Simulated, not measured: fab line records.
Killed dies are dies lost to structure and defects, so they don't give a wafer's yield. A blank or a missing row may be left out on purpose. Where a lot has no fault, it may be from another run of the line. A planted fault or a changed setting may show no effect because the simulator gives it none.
fab line records    flow rit_cmos
[record] lots = 5  wafers = 15  last_day = 7
route steps=202 shown PSD@150 SDANNEAL@153 NSD@158 PLDD@159 NLDD@160 SILICIDE@161 M1@202
lots untouched by any fault: they come from a run of this same line in which no faults occurred
start_h: hours from the record's opening day to when the first of the lot's shown wafers began    wait_h: hours since the lot's step before    " identical to the entry in the row above    L1.1+2: one row covering several wafers at once    - no value, or no start was given    * or withheld: withheld    < > ~ a bound
route shown NAME@n: NAME is a module with steps in the file, n the number in the route of the first one    usual: mean/standard deviation taken from wafers without a fault    same: alike in all rows    chamber/n: place in a boat    sites: each site's reading    _std_site: the standard deviation of these    _edge_site: inner sites' mean taken away from outer sites' mean    radius_mm: how far each site lies from the wafer's centre    mask NAME#n: copy n    behind: the tool/chamber that last shaped the wafer    hold: why the lot was held/for how many hours/how that ended    device: names the non-switching transistor (n, p or np)    end of line: tests run on the same wafers once the route is complete    a step given without rows: its recipe and nothing more    killed: dies lost to structure and defects at the first sort, not the wafer's yield    map: a wafer's dies, x killed, . not, _ none there
set.NAME: the setting that was run; set.NAME@STEP: the one run at that earlier step    model.NAME: the simulator's own value behind a step, which no gauge read
lots at selected steps of the route; one table per step, one row per wafer
services: when a tool's chamber went out of use (start_h, in hours from the record's first day, below 0 if earlier), for how many hours, and the reason
[[steps]]
[step RIT_PSD_IMPLANT_08]
[recipe] species = BF2  energy_kev = 27  dose_cm2 = 5e+15  tilt_deg = 7
[step RIT_PSD_STRIP_09]
[recipe] chemistry = O2  time_s = 180  resist = NOVOLAK  platen_temp_c = withheld  power_w = 500  pressure_mtorr = 4000  o2_flow_sccm = 4000
[usual] drypump_motor_current_A = 5.7/0.4  o2_flow_sccm = 3999/13
lot.wafer  tool             chamber  start_h  wait_h  drypump_motor_current_A  o2_flow_sccm  rf_hours_counter_h
L817.2     plasma_asher-02  0        82.96    0.1     6.1                      3987          43
L817.3     "                1        "        "       5.5                      3990          -
L817.5     "                1        "        "       5.5                      4010          -
L820.2     plasma_asher-02  1        100.22   0.1     5.5                      4015          44
L820.4     "                0        "        "       6.1                      3983          -
L820.6     "                0        "        "       6.1                      4003          -
L828.1     plasma_asher-01  0        138.38   0.1     5.5                      4004          2
L828.5     "                1        "        "       6.2                      3989          -
L828.6     "                0        "        "       5.5                      4015          -
L831.1     plasma_asher-03  1        153.10   0.1     5.1                      3996          53
L831.5     "                1        "        "       5.1                      4007          -
L831.6     "                0        "        "       5.4                      3976          -
L833.3     plasma_asher-01  1        164.05   0.1     6.2                      3998          -
L833.5     "                0        "        "       5.5                      4014          -
L833.6     "                1        "        "       6.2                      4004          -
[step RIT_PSD_TW_MEAS_10]
[usual] PSD_TW = 3429/20
lot.wafer  tool           chamber  start_h  wait_h  PSD_TW
L817.2     film_metro-01  -        83.15    0.1     3459
L817.3     "              -        "        "       3459
L817.5     "              -        "        "       3456
L820.2     film_metro-01  -        100.40   0.1     3443
L820.4     "              -        "        "       3438
L820.6     "              -        "        "       3447
L828.1     film_metro-01  -        138.55   0.1     3414
L828.5     "              -        "        "       3419
L828.6     "              -        "        "       3405
L831.1     film_metro-01  -        153.27   0.1     3434
L831.5     "              -        "        "       3424
L831.6     "              -        "        "       3408
L833.3     film_metro-04  -        164.19   0.1     3407
L833.5     "              -        "        "       3438
L833.6     "              -        "        "       3428
[step RIT_SDANNEAL_CLEAN_00]
[recipe] chemistry = SC1  mix = 3:3:50  time_s = 600  temp_c = 75
[step RIT_SDANNEAL_CLEAN_01]
[recipe] chemistry = dHF  dilution = 50:1  time_s = 30
[step RIT_SDANNEAL_CLEAN_02]
[recipe] chemistry = SC2  mix = 3:3:50  time_s = 600  temp_c = 75  dry = n2_spin
[step RIT_SDANNEAL_RTA_03]
[recipe] temp_c = 1050  time_s = 5  idle_temp_c = 600  ramp_up_c_per_s = 342  ramp_down_c_per_s = 171  cool_to_c = 600  ambient = N2
[usual] chamber_o2_ppm = 2.002/0.022  wafer_temp_C_max = 1053.6/1.2
lot.wafer  tool           chamber  start_h  wait_h  chamber_o2_ppm  wafer_temp_C_max
L817.2     rtp_anneal-02  0        83.59    0.0     2.042           1052.4
L817.3     "              0        "        "       2.049           1054.9
L817.5     "              0        "        "       2.001           1055.0
L820.2     rtp_anneal-01  0        100.83   0.0     2.024           1054.2
L820.4     "              0        "        "       1.981           1054.1
L820.6     "              0        "        "       1.976           1055.6
L828.1     rtp_anneal-01  0        138.98   0.0     2.031           1052.6
L828.5     "              0        "        "       2.004           1054.3
L828.6     "              0        "        "       1.998           1055.1
L831.1     rtp_anneal-02  0        153.70   0.0     2.007           1053.2
L831.5     "              0        "        "       2.018           1054.3
L831.6     "              0        "        "       2.025           1055.5
L833.3     rtp_anneal-02  0        164.62   0.0     1.982           1052.6
L833.5     "              0        "        "       1.936           1053.7
L833.6     "              0        "        "       1.987           1052.7
[step RIT_SDANNEAL_RS_MEAS_04]
[recipe] thk_meas_gauge = four-point-probe
[usual] PSD_RS = 115.78/0.25
lot.wafer  tool           chamber  start_h  wait_h  PSD_RS[ohm/sq]
L817.2     film_metro-01  -        83.66    0.1     115.97
L817.3     "              -        "        "       116.05
L817.5     "              -        "        "       116.17
L820.2     film_metro-04  -        100.90   0.1     116.04
L820.4     "              -        "        "       115.74
L820.6     "              -        "        "       115.95
L828.1     film_metro-04  -        139.04   0.0     115.92
L828.5     "              -        "        "       116.11
L828.6     "              -        "        "       115.65
L831.1     film_metro-03  -        153.76   0.0     115.81
L831.5     "              -        "        "       116.10
L831.6     "              -        "        "       115.84
L833.3     film_metro-03  -        164.69   0.1     115.68
L833.5     "              -        "        "       116.05
L833.6     "              -        "        "       115.71
[step RIT_SDANNEAL_RS_MEAS_05]
[recipe] thk_meas_gauge = four-point-probe
[usual] NSD_RS = 84.5/0.32
lot.wafer  tool           chamber  start_h  wait_h  NSD_RS[ohm/sq]
L817.2     film_metro-01  -        83.78    0.1     84.7
L817.3     "              -        "        "       84.7
L817.5     "              -        "        "       84.5
L820.2     film_metro-04  -        101.02   0.1     83.7
L820.4     "              -        "        "       83.9
L820.6     "              -        "        "       83.8
L828.1     film_metro-04  -        139.16   0.1     85.0
L828.5     "              -        "        "       85.0
L828.6     "              -        "        "       85.0
L831.1     film_metro-03  -        153.88   0.1     84.8
L831.5     "              -        "        "       84.9
L831.6     "              -        "        "       85.2
L833.3     film_metro-03  -        164.81   0.1     85.1
L833.5     "              -        "        "       84.7
L833.6     "              -        "        "       84.5
[step RIT_SDANNEAL_RS_MEAS_06]
[recipe] thk_meas_gauge = four-point-probe
[usual] PLDD_RS = 178.5/0.44
lot.wafer  tool           chamber  start_h  wait_h  PLDD_RS[ohm/sq]
L817.2     film_metro-01  -        83.90    0.1     178.8
L817.3     "              -        "        "       178.8
L817.5     "              -        "        "       178.7
L820.2     film_metro-04  -        101.14   0.1     178.8
L820.4     "              -        "        "       179.1
L820.6     "              -        "        "       179.1
L828.1     film_metro-04  -        139.28   0.1     178.2
L828.5     "              -        "        "       178.4
L828.6     "              -        "        "       178.0
L831.1     film_metro-03  -        154.00   0.1     179.6
L831.5     "              -        "        "       180.0
L831.6     "              -        "        "       179.6
L833.3     film_metro-03  -        164.93   0.1     178.2
L833.5     "              -        "        "       178.7
L833.6     "              -        "        "       178.2
[step RIT_SDANNEAL_RS_MEAS_07]
[recipe] thk_meas_gauge = four-point-probe
[usual] NLDD_RS = 151.4/0.56
lot.wafer  tool           chamber  start_h  wait_h  NLDD_RS[ohm/sq]
L817.2     film_metro-01  -        84.02    0.1     153.2
L817.3     "              -        "        "       152.8
L817.5     "              -        "        "       152.6
L820.2     film_metro-04  -        101.26   0.1     150.8
L820.4     "              -        "        "       150.8
L820.6     "              -        "        "       151.2
L828.1     film_metro-04  -        139.40   0.1     151.4
L828.5     "              -        "        "       150.8
L828.6     "              -        "        "       150.8
L831.1     film_metro-03  -        154.12   0.1     152.1
L831.5     "              -        "        "       151.8
L831.6     "              -        "        "       151.7
L833.3     film_metro-03  -        165.05   0.1     151.4
L833.5     "              -        "        "       151.9
L833.6     "              -        "        "       151.6
[step RIT_SILICIDE_WET_ETCH_00]
[recipe] chemistry = BOE  target = SiO2  target_depth_nm = 14  time_s = 15  dry = n2_spin  dilution = 10:1  temp_c = 21.5
[step RIT_SILICIDE_SPUTTER_01]
[recipe] material = Ti  target_thk_nm = 30  power_w = 350  chamber_pressure_pa = 0.667  gas = Ar  time_s = 240  substrate_temp_c = 25
[usual] cathode_dc_power_W = 350.00/0.064  throttle_valve_pct = 30.0/0.75
lot.wafer  tool            chamber  start_h  wait_h  cathode_dc_power_W  throttle_valve_pct  model.Ti_of_SILICIDE_SPUTTER_01.thk_nm
L817.2     pvd_sputter-01  -        84.13    0.0     349.96              31.3                29.76
L817.3     "               -        "        "       349.99              30.0                29.34
L817.5     "               -        "        "       349.95              29.6                29.89
L820.2     pvd_sputter-04  -        101.37   0.0     350.03              29.8                29.77
L820.4     "               -        "        "       350.04              29.6                29.94
L820.6     "               -        "        "       350.04              29.1                30.06
L828.1     pvd_sputter-04  -        139.53   0.0     349.95              30.1                29.75
L828.5     "               -        "        "       314.47              30.2                27.18
L828.6     "               -        "        "       349.99              29.0                29.99
L831.1     pvd_sputter-01  -        154.25   0.0     349.88              29.9                29.91
L831.5     "               -        "        "       349.92              30.1                29.79
L831.6     "               -        "        "       350.07              28.8                29.75
L833.3     pvd_sputter-01  -        165.15   0.0     350.09              28.9                29.95
L833.5     "               -        "        "       349.97              31.4                30.38
L833.6     "               -        "        "       350.05              29.7                30.14
[step RIT_SILICIDE_RS_MEAS_02]
[recipe] thk_meas_gauge = four-point-probe  reads = Ti_of_SILICIDE_SPUTTER_01
[usual] SILICIDE_TI_RS = 48.0/0.67
lot.wafer  tool           chamber  start_h  wait_h  SILICIDE_TI_RS[ohm/sq]
L817.2     film_metro-01  -        84.30    0.1     48.3
L817.3     "              -        "        "       49.3
L817.5     "              -        "        "       48.2
L820.2     film_metro-02  -        101.54   0.1     48.3
L820.4     "              -        "        "       47.9
L820.6     "              -        "        "       47.8
L828.1     film_metro-01  -        139.68   0.1     48.3
L828.5     "              -        "        "       54.1
L828.6     "              -        "        "       47.9
L831.1     film_metro-02  -        154.40   0.1     47.9
L831.5     "              -        "        "       48.3
L831.6     "              -        "        "       48.4
L833.3     film_metro-03  -        165.34   0.1     48.0
L833.5     "              -        "        "       47.1
L833.6     "              -        "        "       47.6
[step RIT_SILICIDE_THK_MEAS_03]
[recipe] thk_meas_gauge = xrf  reads = Ti_of_SILICIDE_SPUTTER_01
[usual] SILICIDE_TI_THK = 30.1/0.38
lot.wafer  tool           chamber  start_h  wait_h  SILICIDE_TI_THK[nm]
L817.2     film_metro-01  -        84.41    0.1     29.8
L817.3     "              -        "        "       29.2
L817.5     "              -        "        "       30.1
L820.2     film_metro-02  -        101.65   0.1     30.1
L820.4     "              -        "        "       30.4
L820.6     "              -        "        "       30.4
L828.1     film_metro-01  -        139.80   0.1     29.9
L828.5     "              -        "        "       27.2
L828.6     "              -        "        "       30.1
L831.1     film_metro-02  -        154.52   0.1     30.3
L831.5     "              -        "        "       30.1
L831.6     "              -        "        "       29.9
L833.3     film_metro-03  -        165.44   0.1     30.0
L833.5     "              -        "        "       30.6
L833.6     "              -        "        "       30.2
[step RIT_SILICIDE_RTA_04]
[recipe] temp_c = 650  time_s = 10  idle_temp_c = 25  ramp_up_s = 5  ramp_down_s = 5  cool_to_c = 25  ambient = N2
[usual] chamber_o2_ppm = 2.001/0.021  wafer_temp_C_max = 652.6/0.52
lot.wafer  tool           chamber  start_h  wait_h  chamber_o2_ppm  wafer_temp_C_max
L817.2     rtp_anneal-01  0        84.47    0.1     1.998           653.1
L817.3     "              0        "        "       2.005           652.8
L817.5     "              0        "        "       1.980           653.4
L820.2     rtp_anneal-02  0        101.71   0.1     2.006           652.8
L820.4     "              0        "        "       2.009           652.3
L820.6     "              0        "        "       1.965           653.3
L828.1     rtp_anneal-02  0        139.86   0.1     1.970           651.6
L828.5     "              0        "        "       1.997           653.1
L828.6     "              0        "        "       1.993           653.1
L831.1     rtp_anneal-01  0        154.58   0.1     2.011           652.8
L831.5     "              0        "        "       2.005           652.8
L831.6     "              0        "        "       2.003           652.3
L833.3     rtp_anneal-01  0        165.50   0.1     2.014           652.2
L833.5     "              0        "        "       2.014           652.3
L833.6     "              0        "        "       2.020           652.2
[step RIT_M1_PROBE_99]
[usual] killed_at_contacts = 0.1/0.31  killed_at_front_end = 7/3.1  killed_dies = 7/3.1  killed_open = 3.3/1.9  killed_short = 3.3/2
[same] gross_dies = 264  killed_at_M0_to_M3 = 0  killed_at_M4_up = 0  killed_at_back_side = 0  killed_at_other = 0
lot.wafer  tool       chamber  start_h  wait_h  killed_at_contacts  killed_at_front_end  killed_dies  killed_open  killed_short  model.etest.npoly_line.line_ohm_um  model.etest.ppoly_line.line_ohm_um  model.etest.contact_nplus.end_ohm_um  model.etest.contact_pplus.end_ohm_um  model.etest.npoly_line.rs_ohm_sq  model.etest.ppoly_line.rs_ohm_sq  model.etest.npoly_sal.rs_ohm_sq  model.etest.ppoly_sal.rs_ohm_sq
L817.2     prober-01  -        91.22    0.1     0                   6                    6            2            4             159.6                               155.6                               41.12                                 42.8                                  16.97                             16.55                             4.411                            4.354
L817.3     prober-01  -        91.27    0.2     1                   3                    4            3            1             159.5                               154.2                               41.22                                 43.07                                 17.1                              16.74                             4.425                            4.397
L817.5     prober-01  -        91.37    0.2     1                   5                    6            3            3             158.8                               151.8                               40.61                                 42.1                                  17                                16.48                             4.34                             4.339
L820.2     prober-01  -        108.65   0.1     0                   6                    6            4            2             162.3                               156.4                               40.21                                 44.7                                  17.1                              16.55                             4.338                            4.274
L820.4     prober-01  -        108.75   0.2     0                   4                    4            3            1             159.4                               154.6                               40.92                                 44.78                                 16.92                             16.55                             4.296                            4.25
L820.6     prober-01  -        108.85   0.2     0                   4                    4            2            2             169.2                               163.5                               39.83                                 44.05                                 17.04                             16.57                             4.314                            4.273
L828.1     prober-01  -        147.02   0.1     0                   9                    9            5            4             159.1                               151.8                               44.17                                 44.16                                 17.05                             16.52                             4.342                            4.347
L828.5     prober-01  -        147.22   0.2     0                   6                    6            4            2             166.9                               160                                 41.63                                 40.45                                 18.18                             17.64                             4.763                            4.739
L828.6     prober-01  -        147.27   0.2     0                   6                    6            2            4             155.9                               149.9                               45.04                                 45.04                                 16.94                             16.53                             4.344                            4.381
L831.1     prober-01  -        161.45   0.1     0                   8                    8            4            4             166.1                               161.5                               42.73                                 44.45                                 16.99                             16.5                              4.307                            4.33
L831.5     prober-01  -        161.65   0.2     0                   5                    5            2            3             164.8                               157.1                               41.22                                 43.89                                 17.17                             16.53                             4.394                            4.32
L831.6     prober-01  -        161.70   0.2     0                   3                    3            1            2             163.2                               159.1                               43.09                                 44.5                                  17.17                             16.55                             4.396                            4.361
L833.3     prober-01  -        172.17   0.2     0                   9                    9            7            2             159.1                               151.3                               43.46                                 44.83                                 16.73                             16.29                             4.363                            4.284
L833.5     prober-01  -        172.27   0.2     0                   8                    8            3            5             160.1                               155.3                               43.91                                 43.62                                 16.82                             16.36                             4.307                            4.241
L833.6     prober-01  -        172.32   0.2     0                   7                    7            3            4             160.6                               156                                 43.69                                 44.7                                  16.81                             16.43                             4.337                            4.273
// killed by level:class
L817.2 GATE:geometric_particle:short=2 FOX2:geometric_particle:open=1 REOX:geometric_particle:open=1 REOX:geometric_particle:short=1 SPACER:geometric_particle:short=1
L817.3 GATE:geometric_particle:open=1 REOX:geometric_particle:short=1 SILICIDE:geometric_particle:open=1 CONTACT:geometric_particle:open=1
L817.5 GATE:geometric_particle:open=1 GATE:geometric_particle:short=1 REOX:geometric_particle:short=1 REOX:geometric_particle:open=1 SPACER:geometric_particle:open=1 CONTACT:geometric_particle:short=1
L820.2 REOX:geometric_particle:open=3 GATE:geometric_particle:short=1 REOX:geometric_particle:short=1 SILICIDE:geometric_particle:open=1
L820.4 FOX1:geometric_particle:open=2 FOX1:geometric_particle:short=1 REOX:geometric_particle:open=1
L820.6 FOX1:geometric_particle:open=1 GATE:geometric_particle:open=1 GATE:geometric_particle:short=1 REOX:geometric_particle:short=1
L828.1 REOX:geometric_particle:open=2 FOX1:geometric_particle:open=1 FOX1:geometric_particle:short=1 GATE:geometric_particle:short=1 GATE:geometric_particle:open=1 REOX:geometric_particle:short=1 SPACER:geometric_particle:short=1 SILICIDE:geometric_particle:open=1
L828.5 FOX1:geometric_particle:open=1 FOX2:geometric_particle:open=1 REOX:geometric_particle:short=1 REOX:geometric_particle:open=1 SPACER:geometric_particle:short=1 SILICIDE:geometric_particle:open=1
L828.6 GATE:geometric_particle:short=2 REOX:geometric_particle:short=1 REOX:geometric_particle:open=1 SPACER:geometric_particle:open=1 SILICIDE:geometric_particle:short=1
L831.1 FOX2:geometric_particle:short=2 GATE:geometric_particle:open=2 GATE:geometric_particle:short=1 REOX:geometric_particle:short=1 SPACER:geometric_particle:open=1 SILICIDE:geometric_particle:open=1
L831.5 SILICIDE:geometric_particle:short=2 FOX1:geometric_particle:open=1 REOX:geometric_particle:open=1 SPACER:geometric_particle:short=1
L831.6 FOX1:geometric_particle:short=1 SPACER:geometric_particle:short=1 SPACER:geometric_particle:open=1
L833.3 SPACER:geometric_particle:open=3 SILICIDE:geometric_particle:open=2 GATE:geometric_particle:open=1 REOX:geometric_particle:open=1 SPACER:geometric_particle:short=1 SILICIDE:geometric_particle:short=1
L833.5 SPACER:geometric_particle:short=3 FOX2:geometric_particle:open=1 GATE:geometric_particle:open=1 GATE:geometric_particle:short=1 REOX:geometric_particle:short=1 SPACER:geometric_particle:open=1
L833.6 SILICIDE:geometric_particle:open=2 GATE:geometric_particle:short=1 REOX:geometric_particle:short=1 SPACER:geometric_particle:open=1 SPACER:geometric_particle:short=1 SILICIDE:geometric_particle:short=1
[[services]]
tool             chamber  start_h  hours  kind
pvd_sputter-01   -        64.46    7.9    repair
plasma_asher-01  -        108.75   9.0    pm
plasma_asher-01  0        108.75   9.0    vent_cycle
plasma_asher-01  1        108.75   9.0    vent_cycle
plasma_asher-01  -        111.80   4.2    repair
plasma_asher-01  0        117.75   -      clean
plasma_asher-01  1        117.75   -      clean
[[key]]
[first_sign] step = RIT_SILICIDE_SPUTTER_01  reading = cathode_dc_power_W  direction = down  sigmas = 99+  usual = 350.00  struck = 314.47
[effect] step = RIT_SILICIDE_RS_MEAS_02  reading = SILICIDE_TI_RS  direction = up  sigmas = 9.2  usual = 48.0  struck = 54.1
[effect] step = RIT_SILICIDE_THK_MEAS_03  reading = SILICIDE_TI_THK  direction = down  sigmas = 7.6  usual = 30.1  struck = 27.2
[model_effect] step = RIT_SILICIDE_SPUTTER_01  value = Ti_of_SILICIDE_SPUTTER_01.thk_nm  without = 30.23  struck = 27.18
[model_effect] step = RIT_M1_PROBE_99  value = etest.npoly_line.line_ohm_um  without = 157.4  struck = 166.9
met_at RIT_SILICIDE_SPUTTER_01
struck_wafers L828.5
tester_left_out L828
[fault] kind = process_parameter_drift  tool = pvd_sputter-04  chamber = -  onset_h = 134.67  steps = RIT_SILICIDE_SPUTTER_01  channel = power_w  offset = -35.632  shape = step  end_h = 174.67  acts_in = these_recipes_only  stated = 350  scope = struck_wafers_only
// tester_left_out: of these lots the tester's yield and bins aren't shown, on N5 and GAA mostly nor the transistor test; their killed dies are dies lost to structure and defects alone, not to doping, threshold or leakage, so they don't give the yield
